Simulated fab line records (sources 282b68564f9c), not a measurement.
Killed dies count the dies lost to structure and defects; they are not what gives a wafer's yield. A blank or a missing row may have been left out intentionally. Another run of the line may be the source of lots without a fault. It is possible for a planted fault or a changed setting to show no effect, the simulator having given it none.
fab line records ; flow rit-cmos
[record] lots = 5; wafers = 15; last-day = 6
route steps=202 shown ACTIVE@12 FOX1@20 FOX2@23 NWELL@28
lots untouched by any fault: they come from a run of this same line in which no faults occurred
start-h: the number of hours between the record's first day and the start of the first shown wafer of the lot ; wait-h: hours since the lot's step before ; " unchanged from the row above ; L1.1+2: several wafers, shown together as one row ; - value missing, or start not given ; * or withheld: withheld ; < > ~ a bound
route shown NAME@n: NAME is a module with steps in the file, n the number in the route of the first one ; usual: mean/standard deviation taken from wafers without a fault ; same: alike in all rows ; chamber/n: place in a boat ; sites: the reading at each site ; _std_site: standard deviation across them ; _edge_site: mean of outer sites minus mean of inner sites ; radius-mm: for every site, how far away it sits from the centre of the wafer ; mask NAME#n: copy n ; behind: the most recent tool/chamber to have shaped the wafer ; hold: why the lot went on hold/how many hours it stayed there/how the hold came to an end ; device: the transistor (n, p or np) that didn't switch ; end of line: tests run on the same wafers once the route is complete ; a step given without rows: its recipe and nothing more ; killed: dies that structure and defects cost at the first sort, which is not the same as the wafer's yield ; map: a wafer's dies, x killed, . not, _ none there
set.NAME: the setting the step ran with; set.NAME@STEP: the setting that earlier step ran with ; model.NAME: the simulator's own value behind a step, which no gauge read
lots at selected steps of the route; one table per step, one row per wafer
services: a tool's chamber out of use, with start hour (start-h, from the record's first day; less than 0 if before it), hours out, and reason
[[steps]]
[step RIT_ACTIVE_CD_MEAS_11]
[recipe] target-cd-nm = 1400
[usual] cd-nm = 1399.5/2.4
lot.wafer;tool;chamber;start-h;wait-h;cd-nm
L074.3;cd-sem-01;-;14.48;-;1400.6
L074.4;cd-sem-01;-;14.48;-;1401.0
L074.6;cd-sem-01;-;14.48;-;1400.9
L081.4;cd-sem-02;-;49.50;-;1398.4
L081.5;cd-sem-02;-;49.50;-;1399.1
L081.6;cd-sem-02;-;49.50;-;1397.3
L084.2;cd-sem-02;-;64.58;-;1397.6
L084.3;cd-sem-02;-;64.58;-;1397.4
L084.6;cd-sem-02;-;64.58;-;1397.2
L092.1;cd-sem-01;-;104.56;-;1395.1
L092.2;cd-sem-01;-;104.56;-;1393.0
L092.4;cd-sem-01;-;104.56;-;1394.9
L093.3;cd-sem-01;-;109.60;-;1397.6
L093.5;cd-sem-01;-;109.60;-;1396.3
L093.6;cd-sem-01;-;109.60;-;1399.2
[step RIT_ACTIVE_HARDBAKE_12]
[recipe] resist = NOVOLAK; temp-c = 140; time-s = 60
lot.wafer;tool;chamber;start-h;wait-h
L074.3+4+6;litho-track-04;0;14.61;0.1
L081.4+5+6;litho-track-02;0;49.63;0.1
L084.2+3+6;litho-track-03;0;64.71;0.1
L092.1+2+4;litho-track-02;0;104.68;0.1
L093.3+5+6;litho-track-02;0;109.73;0.1
[step RIT_ACTIVE_ETCH_13]
[recipe] stop-on = SiO2; chemistry = SF6; target = Si3N4; time-s = 210; over-etch-frac = 0.4; SF6_flow_sccm = 200; pressure-mtorr = 260; rf-w = 125; target-depth-a = 2100
[usual] chamber-pressure-mTorr = 259.97/0.25; drypump-motor-current-A = 5.8/0.51; oes-product-au = 0.819/0.01; throttle-valve-pct = 7.48/0.13
lot.wafer;tool;chamber;start-h;wait-h;chamber-pressure-mTorr;drypump-motor-current-A;oes-product-au;rf-hours-counter-h;throttle-valve-pct
L074.3;rie-diel-03;3;14.71;0.1;260.04;5.6;0.836;124;7.53
L074.4;rie-diel-03;0;14.71;0.1;260.08;6.3;0.822;108;7.34
L074.6;rie-diel-03;3;14.71;0.1;259.97;5.6;0.832;-;7.53
L081.4;rie-diel-04;2;49.71;0.1;259.90;6.7;0.827;11;7.51
L081.5;rie-diel-04;1;49.71;0.1;259.91;5.0;0.825;-;7.52
L081.6;rie-diel-04;0;49.71;0.1;260.45;6.1;0.839;-;7.59
L084.2;rie-diel-03;0;64.83;0.1;259.74;6.3;0.819;109;7.32
L084.3;rie-diel-03;3;64.83;0.1;259.78;5.5;0.836;125;7.53
L084.6;rie-diel-03;0;64.83;0.1;259.82;6.3;0.823;-;7.34
L092.1;rie-diel-04;1;104.83;0.1;259.90;4.9;0.818;65;7.53
L092.2;rie-diel-04;0;104.83;0.1;259.92;6.1;0.824;66;7.59
L092.4;rie-diel-04;0;104.83;0.1;259.98;6.1;0.818;-;7.59
L093.3;rie-diel-03;0;109.83;0.1;259.84;6.3;0.811;110;7.35
L093.5;rie-diel-03;2;109.83;0.1;259.64;5.5;0.811;-;7.21
L093.6;rie-diel-03;3;109.83;0.1;260.30;5.6;0.823;-;7.53
[step RIT_ACTIVE_STRIP_14]
[recipe] chemistry = O2; time-s = 180; resist = NOVOLAK; platen-temp-c = withheld; power-w = 500; pressure-mtorr = 4000; o2-flow-sccm = 4000
[usual] chamber-pressure-mTorr = 4000/3.6; drypump-motor-current-A = 5.9/0.6
lot.wafer;tool;chamber;start-h;wait-h;chamber-pressure-mTorr;drypump-motor-current-A;rf-hours-counter-h
L074.3;plasma-asher-02;1;14.90;0.1;4001;5.1;-
L074.4;plasma-asher-02;0;14.90;0.1;4002;6.2;-
L074.6;plasma-asher-02;1;14.90;0.1;4001;5.1;-
L081.4;plasma-asher-01;1;49.90;0.1;3997;5.2;-
L081.5;plasma-asher-01;1;49.90;0.1;3993;5.2;-
L081.6;plasma-asher-01;0;49.90;0.1;4003;5.2;-
L084.2;plasma-asher-03;1;64.97;0.1;3998;5.7;45
L084.3;plasma-asher-03;1;64.97;0.1;4006;5.7;-
L084.6;plasma-asher-03;1;64.97;0.1;4001;5.7;-
L092.1;plasma-asher-03;1;104.97;0.1;3994;5.7;49
L092.2;plasma-asher-03;0;104.97;0.1;3998;6.6;49
L092.4;plasma-asher-03;1;104.97;0.1;4002;5.7;-
L093.3;plasma-asher-03;1;110.03;0.1;3997;5.7;-
L093.5;plasma-asher-03;1;110.03;0.1;3998;5.7;-
L093.6;plasma-asher-03;0;110.03;0.1;4007;6.7;-
[step RIT_ACTIVE_CD_MEAS_90]
[recipe] target-cd-nm = 1400
[usual] cd-nm = 1399.5/2.4
lot.wafer;tool;chamber;start-h;wait-h;cd-nm
L074.3;cd-sem-02;-;15.06;0.1;1401.3
L074.4;cd-sem-02;-;15.06;0.1;1401.1
L074.6;cd-sem-02;-;15.06;0.1;1401.6
L081.4;cd-sem-02;-;50.08;0.1;1398.2
L081.5;cd-sem-02;-;50.08;0.1;1398.9
L081.6;cd-sem-02;-;50.08;0.1;1397.5
L084.2;cd-sem-02;-;65.16;0.1;1397.8
L084.3;cd-sem-02;-;65.16;0.1;1397.3
L084.6;cd-sem-02;-;65.16;0.1;1397.9
L092.1;cd-sem-02;-;105.14;0.1;1394.7
L092.2;cd-sem-02;-;105.14;0.1;1392.6
L092.4;cd-sem-02;-;105.14;0.1;1394.6
L093.3;cd-sem-01;-;110.18;0.1;1398.0
L093.5;cd-sem-01;-;110.18;0.1;1396.3
L093.6;cd-sem-01;-;110.18;0.1;1399.6
[step RIT_ACTIVE_CLEAN_15]
[recipe] chemistry = SC1; mix = 3:3:50; time-s = 600; temp-c = 75
lot.wafer;tool;chamber;start-h;wait-h
L074.3+4+6;wet-bench-02;3;15.14;0.1
L081.4+5+6;wet-bench-03;0;50.14;0.0
L084.2+3+6;wet-bench-03;3;65.26;0.1
L092.1+2+4;wet-bench-03;2;105.26;0.1
L093.3+5+6;wet-bench-03;3;110.26;0.1
[step RIT_ACTIVE_CLEAN_16]
[recipe] chemistry = dHF; dilution = 50:1; time-s = 30
lot.wafer;tool;chamber;start-h;wait-h
L074.3+4+6;wet-bench-03;3;15.31;0.0
L081.4+5+6;wet-bench-02;3;50.31;0.0
L084.2+3+6;wet-bench-01;2;65.47;0.0
L092.1+2+4;wet-bench-02;1;105.45;0.0
L093.3+5+6;wet-bench-02;1;110.44;0.0
[step RIT_ACTIVE_CLEAN_17]
[recipe] chemistry = SC2; mix = 3:3:50; time-s = 600; temp-c = 75; dry = n2-spin
lot.wafer;tool;chamber;start-h;wait-h
L074.3+4+6;wet-bench-01;2;15.33;0.0
L081.4+5+6;wet-bench-01;3;50.33;0.0
L084.2+3+6;wet-bench-02;0;65.49;0.0
L092.1+2+4;wet-bench-01;3;105.49;0.0
L093.3+5+6;wet-bench-03;2;110.45;0.0
[step RIT_FOX1_OXIDATION_00]
[recipe] temp-c = 1100; ambient = H2O; target-thk-a = 3507; p-h2o-torr = 720; ox-time-s = 1130
[usual] spike-tc-load-C = 1129.1/1.5; tube-center-temp-C = 1100/0.1; zone-power-load-pct = 41.7/0.92
lot.wafer;tool;chamber;start-h;wait-h;spike-tc-load-C;tube-center-temp-C;zone-power-load-pct
L074.3;furnace-01;0;16.75;1.2;1129.2;1100.2;41.1
L074.4;furnace-01;0;16.75;1.2;1130.6;1100.1;41.9
L074.6;furnace-01;0;16.75;1.2;1130.9;1099.9;41.6
L081.4;furnace-01;0;50.52;0.0;1130.0;1099.9;40.9
L081.5;furnace-01;0;50.52;0.0;1129.9;1100.1;41.7
L081.6;furnace-01;0;50.52;0.0;1131.9;1100;41.7
L084.2;furnace-03;0;65.66;0.0;1128.5;1099.9;43.3
L084.3;furnace-03;0;65.66;0.0;1126.0;1099.9;42.2
L084.6;furnace-03;0;65.66;0.0;1127.9;1100;42.5
L092.1;furnace-03;0;105.67;0.0;1127.3;1100;42.8
L092.2;furnace-03;0;105.67;0.0;1127.2;1100.2;43.3
L092.4;furnace-03;0;105.67;0.0;1128.8;1100;42.6
L093.3;furnace-01;0;110.63;0.0;1130.2;1099.9;41.5
L093.5;furnace-01;0;110.63;0.0;1131.0;1100;41.1
L093.6;furnace-01;0;110.63;0.0;1129.8;1100;41.6
[step RIT_FOX1_THK_MEAS_01]
[recipe] reads = SiO2_of_FOX1_OXIDATION_00
[usual] FOX1_OXIDE_THK = 355/7.4
lot.wafer;tool;chamber;start-h;wait-h;FOX1_OXIDE_THK[nm]
L074.3;film-metro-02;-;18.09;0.0;353
L074.4;film-metro-02;-;18.09;0.0;352
L074.6;film-metro-02;-;18.09;0.0;350
L081.4;film-metro-01;-;51.86;0.0;357
L081.5;film-metro-01;-;51.86;0.0;351
L081.6;film-metro-01;-;51.86;0.0;354
L084.2;film-metro-04;-;66.99;0.0;364
L084.3;film-metro-04;-;66.99;0.0;367
L084.6;film-metro-04;-;66.99;0.0;365
L092.1;film-metro-02;-;106.98;0.0;342
L092.2;film-metro-02;-;106.98;0.0;336
L092.4;film-metro-02;-;106.98;0.0;342
L093.3;film-metro-02;-;111.96;0.0;363
L093.5;film-metro-02;-;111.96;0.0;363
L093.6;film-metro-02;-;111.96;0.0;365
[step RIT_FOX1_WET_ETCH_02]
[recipe] chemistry = BOE; target-depth-nm = 350; time-s = 390; temp-c = 21.5; dry = n2-spin; dilution = 10:1; target = SiO2
lot.wafer;tool;chamber;start-h;wait-h
L074.3+4+6;wet-bench-04;2;18.13;0.0
L081.4+5+6;wet-bench-02;1;51.89;0.0
L084.2+3+6;wet-bench-02;3;67.04;0.0
L092.1+2+4;wet-bench-04;1;107.04;0.1
L093.3+5+6;wet-bench-02;3;112.00;0.0
[step RIT_FOX2_OXIDATION_00]
[recipe] temp-c = 1100; ambient = H2O; target-thk-a = 3507; p-h2o-torr = 720; ox-time-s = 1130
[usual] spike-tc-load-C = 1129.2/2; tube-center-temp-C = 1100/0.089; zone-power-load-pct = 41.3/0.49
lot.wafer;tool;chamber;start-h;wait-h;spike-tc-load-C;tube-center-temp-C;zone-power-load-pct
L074.3;furnace-01;0;18.25;0.0;1129.2;1100;41.4
L074.4;furnace-01;0;18.25;0.0;1130.9;1100;41.6
L074.6;furnace-01;0;18.25;0.0;1129.3;1100;40.7
L081.4;furnace-02;0;52.05;0.0;1128.7;1099.9;40.8
L081.5;furnace-02;0;52.05;0.0;1127.8;1100;41.0
L081.6;furnace-02;0;52.05;0.0;1127.5;1099.9;40.8
L084.2;furnace-04;0;67.17;0.0;1127.4;1100;41.1
L084.3;furnace-04;0;67.17;0.0;1125.7;1099.9;41.2
L084.6;furnace-04;0;67.17;0.0;1126.3;1099.9;41.6
L092.1;furnace-01;0;107.16;0.0;1129.7;1100.1;41.6
L092.2;furnace-01;0;107.16;0.0;1131.1;1100.1;41.3
L092.4;furnace-01;0;107.16;0.0;1130.0;1099.9;41.8
L093.3;furnace-01;0;112.12;0.0;1131.1;1100;40.6
L093.5;furnace-01;0;112.12;0.0;1130.6;1099.9;40.8
L093.6;furnace-01;0;112.12;0.0;1128.7;1100;40.7
[step RIT_FOX2_THK_MEAS_01]
[recipe] reads = SiO2_of_FOX2_OXIDATION_00
[usual] FOX2_OXIDE_THK = 354/6.2
lot.wafer;tool;chamber;start-h;wait-h;FOX2_OXIDE_THK[nm]
L074.3;film-metro-03;-;19.58;0.0;357
L074.4;film-metro-03;-;19.58;0.0;362
L074.6;film-metro-03;-;19.58;0.0;366
L081.4;film-metro-02;-;53.40;0.0;351
L081.5;film-metro-02;-;53.40;0.0;351
L081.6;film-metro-02;-;53.40;0.0;358
L084.2;film-metro-03;-;68.49;0.0;345
L084.3;film-metro-03;-;68.49;0.0;346
L084.6;film-metro-03;-;68.49;0.0;344
L092.1;film-metro-03;-;108.47;0.0;348
L092.2;film-metro-03;-;108.47;0.0;355
L092.4;film-metro-03;-;108.47;0.0;350
L093.3;film-metro-03;-;113.45;0.0;349
L093.5;film-metro-03;-;113.45;0.0;360
L093.6;film-metro-03;-;113.45;0.0;356
[step RIT_FOX2_CLEAN_02]
[recipe] chemistry = dHF; dilution = 50:1; time-s = 180
lot.wafer;tool;chamber;start-h;wait-h
L074.3+4+6;wet-bench-02;0;19.62;0.0
L081.4+5+6;wet-bench-01;0;53.43;0.0
L084.2+3+6;wet-bench-02;0;68.54;0.0
L092.1+2+4;wet-bench-01;0;108.53;0.1
L093.3+5+6;wet-bench-01;1;113.49;0.0
[step RIT_FOX2_WET_ETCH_03]
[recipe] chemistry = H3PO4; target = Si3N4; target-depth-nm = 195; temp-c = 165; time-s = 2700
lot.wafer;tool;chamber;start-h;wait-h
L074.3+4+6;wet-bench-01;3;19.68;0.0
L081.4+5+6;wet-bench-02;2;53.49;0.0
L084.2+3+6;wet-bench-04;3;68.60;0.0
L092.1+2+4;wet-bench-04;1;108.59;0.0
L093.3+5+6;wet-bench-04;2;113.55;0.0
[step RIT_FOX2_THK_MEAS_90]
[recipe] reads = SiO2_of_FOX2_OXIDATION_00
[usual] FIELD_OXIDE_LEFT_1_THK = 327/6.2
lot.wafer;tool;chamber;start-h;wait-h;FIELD_OXIDE_LEFT_1_THK[nm]
L074.3;film-metro-02;-;20.46;0.0;330
L074.4;film-metro-02;-;20.46;0.0;335
L074.6;film-metro-02;-;20.46;0.0;338
L081.4;film-metro-03;-;54.27;0.0;324
L081.5;film-metro-03;-;54.27;0.0;324
L081.6;film-metro-03;-;54.27;0.0;331
L084.2;film-metro-01;-;69.37;0.0;318
L084.3;film-metro-01;-;69.37;0.0;319
L084.6;film-metro-01;-;69.37;0.0;316
L092.1;film-metro-02;-;109.42;0.0;321
L092.2;film-metro-02;-;109.42;0.0;327
L092.4;film-metro-02;-;109.42;0.0;323
L093.3;film-metro-02;-;114.40;0.0;322
L093.5;film-metro-02;-;114.40;0.0;333
L093.6;film-metro-02;-;114.40;0.0;329
[step RIT_NWELL_HMDS_00]
[recipe] prime-time-s = 60; prime-temp-c = 140
lot.wafer;tool;chamber;start-h;wait-h
L074.3+4+6;litho-track-03;0;20.55;0.1
L081.4+5+6;litho-track-01;0;54.38;0.1
L084.2+3+6;litho-track-02;0;69.45;0.1
L092.1+2+4;litho-track-03;0;109.48;0.1
L093.3+5+6;litho-track-02;0;114.49;0.1
[step RIT_NWELL_COAT_01]
[recipe] resist = NOVOLAK; spin-rpm = 2000; resist-thk-nm = 1300
lot.wafer;tool;chamber;start-h;wait-h
L074.3+4+6;litho-track-03;0;20.70;0.1
L081.4+5+6;litho-track-01;0;54.53;0.1
L084.2+3+6;litho-track-02;0;69.60;0.1
L092.1+2+4;litho-track-03;0;109.63;0.1
L093.3+5+6;litho-track-02;0;114.64;0.1
[step RIT_NWELL_SOFTBAKE_02]
[recipe] resist = NOVOLAK; temp-c = 90; time-s = 60
lot.wafer;tool;chamber;start-h;wait-h
L074.3+4+6;litho-track-03;0;20.85;0.1
L081.4+5+6;litho-track-01;0;54.68;0.1
L084.2+3+6;litho-track-02;0;69.75;0.1
L092.1+2+4;litho-track-03;0;109.78;0.1
L093.3+5+6;litho-track-02;0;114.79;0.1
[step RIT_NWELL_EXPOSE_03]
[recipe] mask-id = M2; na = 0.57; target-cd-nm = 43900; dose-mj = 250
[usual] reticle-temp-C = 22.95/0.11
lot.wafer;tool;chamber;start-h;wait-h;mask;reticle-temp-C
L074.3;iline-stepper-01;0;20.98;0.1;M2#0;23.07
L074.4;iline-stepper-01;0;20.98;0.1;M2#0;22.92
L074.6;iline-stepper-01;0;20.98;0.1;M2#0;22.90
L081.4;iline-stepper-01;0;54.81;0.1;M2#0;22.98
L081.5;iline-stepper-01;0;54.81;0.1;M2#0;22.90
L081.6;iline-stepper-01;0;54.81;0.1;M2#0;22.95
L084.2;iline-stepper-01;0;70.02;0.2;M2#0;23.06
L084.3;iline-stepper-01;0;70.02;0.2;M2#0;22.92
L084.6;iline-stepper-01;0;70.02;0.2;M2#0;22.89
L092.1;iline-stepper-01;0;110.06;0.2;M2#0;22.94
L092.2;iline-stepper-01;0;110.06;0.2;M2#0;22.88
L092.4;iline-stepper-01;0;110.06;0.2;M2#0;23.00
L093.3;iline-stepper-01;0;114.93;0.1;M2#0;22.88
L093.5;iline-stepper-01;0;114.93;0.1;M2#0;23.02
L093.6;iline-stepper-01;0;114.93;0.1;M2#0;22.85
[step RIT_NWELL_PEB_04]
[recipe] resist = NOVOLAK; temp-c = withheld; time-s = withheld
lot.wafer;tool;chamber;start-h;wait-h
L074.3+4+6;litho-track-03;0;21.11;0.1
L081.4+5+6;litho-track-01;0;54.95;0.1
L084.2+3+6;litho-track-01;0;70.14;0.1
L092.1+2+4;litho-track-01;0;110.17;0.1
L093.3+5+6;litho-track-01;0;115.06;0.1
[step RIT_NWELL_DEVELOP_05]
[recipe] resist = NOVOLAK; develop-time-s = 68; dev-temp-c = 23
[same] develop-time-s = 68
lot.wafer;tool;chamber;start-h;wait-h
L074.3+4+6;litho-track-03;0;-;-
L081.4+5+6;litho-track-01;0;-;-
L084.2+3+6;litho-track-01;0;-;-
L092.1+2+4;litho-track-01;0;-;-
L093.3+5+6;litho-track-01;0;-;-
[step RIT_NWELL_OVL_MEAS_06]
[usual] NWELL_OVL = 0.0/1.5
lot.wafer;tool;chamber;start-h;wait-h;NWELL_OVL[nm]
L074.3;overlay-01;-;21.39;-;0.4
L074.4;overlay-01;-;21.39;-;1.3
L074.6;overlay-01;-;21.39;-;-1.2
L081.4;overlay-02;-;55.20;-;1.7
L081.5;overlay-02;-;55.20;-;1.5
L081.6;overlay-02;-;55.20;-;0.4
L084.2;overlay-01;-;70.43;-;1.3
L084.3;overlay-01;-;70.43;-;-1.2
L084.6;overlay-01;-;70.43;-;-0.5
L092.1;overlay-01;-;110.49;-;1.1
L092.2;overlay-01;-;110.49;-;2.7
L092.4;overlay-01;-;110.49;-;1.0
L093.3;overlay-01;-;115.33;-;0.3
L093.5;overlay-01;-;115.33;-;1.4
L093.6;overlay-01;-;115.33;-;-0.1
[[services]]
tool;chamber;start-h;hours;kind
iline-stepper-01;0;1.58;-;calibration
furnace-01;-;4.94;4.0;pm
rie-diel-04;3;15.52;8.3;repair
furnace-03;-;23.36;2.7;pm
furnace-04;-;53.00;3.2;pm
rie-diel-03;2;55.58;11.1;repair
rie-diel-04;3;91.18;26.1;repair
furnace-02;-;107.05;2.6;pm
[[key]]
fault none
